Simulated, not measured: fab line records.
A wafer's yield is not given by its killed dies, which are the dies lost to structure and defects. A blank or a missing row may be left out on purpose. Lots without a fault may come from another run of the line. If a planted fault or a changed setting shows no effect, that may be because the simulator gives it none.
2 desks, one fault || flow berkeley cmos170 || what lay behind the numbers comes last; until then each desk has only its own

== METROLOGY DESK ==
What the gauges read for every lot (on any tool): the sampled wafers with a number, averaged. If a lot's mean is further than 4 standard deviations from the usual mean, the lot is out of limits and carries the mark OUT (the distance appears in the brackets).
Columns: A = NWELL_TW at UCB170_NWELL_TW_MEAS_16, usual 1257; B = cd nm at UCB170_V1_CD_MEAS_90, usual 699.7 nm; C = V2_BOW at UCB170_V2_BOW_MEAS_03, usual 38 um
{"lot": "L596", "first seen here": "day 2 01:26", "A": 1266, "B": 697.8, "C": 45}
{"lot": "L597", "first seen here": "day 2 06:43", "A": 1264, "B": 702.0, "C": 41}
{"lot": "L599", "first seen here": "day 3 02:13", "A": 1243, "B": 700.2, "C": 44}
{"lot": "L600", "first seen here": "day 3 02:27", "A": 1262, "B": 699.4, "C": 42}
{"lot": "L603", "first seen here": "day 3 20:44", "A": 1272, "B": 699.5, "C": 41}
{"lot": "L605", "first seen here": "day 4 01:16", "A": "2077 (+75) OUT", "B": 700.0, "C": 42}
{"lot": "L606", "first seen here": "day 4 11:20", "A": "2119 (+78) OUT", "B": 697.8, "C": 37}
{"lot": "L608", "first seen here": "day 4 20:34", "A": 1267, "B": 698.5, "C": 36}
{"lot": "L610", "first seen here": "day 5 04:38", "A": 1271, "B": 697.1, "C": 43}
{"lot": "L613", "first seen here": "day 5 21:27", "A": 1265, "B": 698.4, "C": 35}
{"lot": "L616", "first seen here": "day 6 12:13", "A": 1257, "B": 700.3, "C": 48}
{"lot": "L617", "first seen here": "day 6 18:26", "A": 1258, "B": 700.7, "C": 37}
{"lot": "L618", "first seen here": "day 6 22:54", "A": 1239, "B": 698.9, "C": 43}
{"lot": "L619", "first seen here": "day 7 05:46", "A": 1246, "B": 697.9, "C": 47}
This desk reports L605, L606 out of limits; the earliest was L605 at day 4 01:16 (NWELL_TW at UCB170_NWELL_TW_MEAS_16). Within limits: L596, L597, L599, L600, L603, L608, L610, L613, L616, L617, L618, L619.

== AT THE TOOL OWNER'S DESK: implanter-01 ==
The tool's own readings at UCB170_NWELL_IMPLANT_14, given as means over the sampled wafers that have a number, one for each lot that went through this tool. If a lot's mean is further than 4 standard deviations from the usual mean, the lot is out of limits and carries the mark OUT (the distance appears in the brackets).
Columns: A = dose ions cm2 at UCB170_NWELL_IMPLANT_14, usual 1e+13; B = faraday current uA at UCB170_NWELL_IMPLANT_14, usual 31.7
{"lot": "L596", "first seen here": "day 2 01:12", "A": 1e+13, "B": 31.2}
{"lot": "L597", "first seen here": "day 2 06:30", "A": 1e+13, "B": 31.7}
{"lot": "L599", "first seen here": "day 3 01:58", "A": 1e+13, "B": 31.8}
{"lot": "L600", "first seen here": "day 3 02:12", "A": 1e+13, "B": 31.6}
{"lot": "L605", "first seen here": "day 4 01:03", "A": "5e+13 (+99 or more) OUT", "B": "158.8 (+99 or more) OUT"}
{"lot": "L606", "first seen here": "day 4 11:05", "A": "5e+13 (+99 or more) OUT", "B": "158.2 (+99 or more) OUT"}
Finding of this desk: L605, L606 out of limits; the first was L605 at day 4 01:03, on dose ions cm2 at UCB170_NWELL_IMPLANT_14. Within limits: L596, L597, L599, L600.

== TAKEN TOGETHER ==
The tool owner's desk could have raised an alarm at day 4 01:03, on L605, L606.
At day 4 01:16 the metrology desk could have sounded an alarm, on L605, L606.
The lots listed all ran UCB170_NWELL_IMPLANT_14 on implanter-01.

== WHAT THE SIMULATOR HAD INSERTED ==
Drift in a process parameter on implanter-01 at UCB170_NWELL_IMPLANT_14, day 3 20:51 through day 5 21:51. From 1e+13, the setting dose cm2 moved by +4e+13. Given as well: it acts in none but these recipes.
Struck lots among those shown: L605, L606.
Counting hours from when the fault started, the first reading out of limits came at 4 for the tool owner's desk and at 4 for the metrology desk.
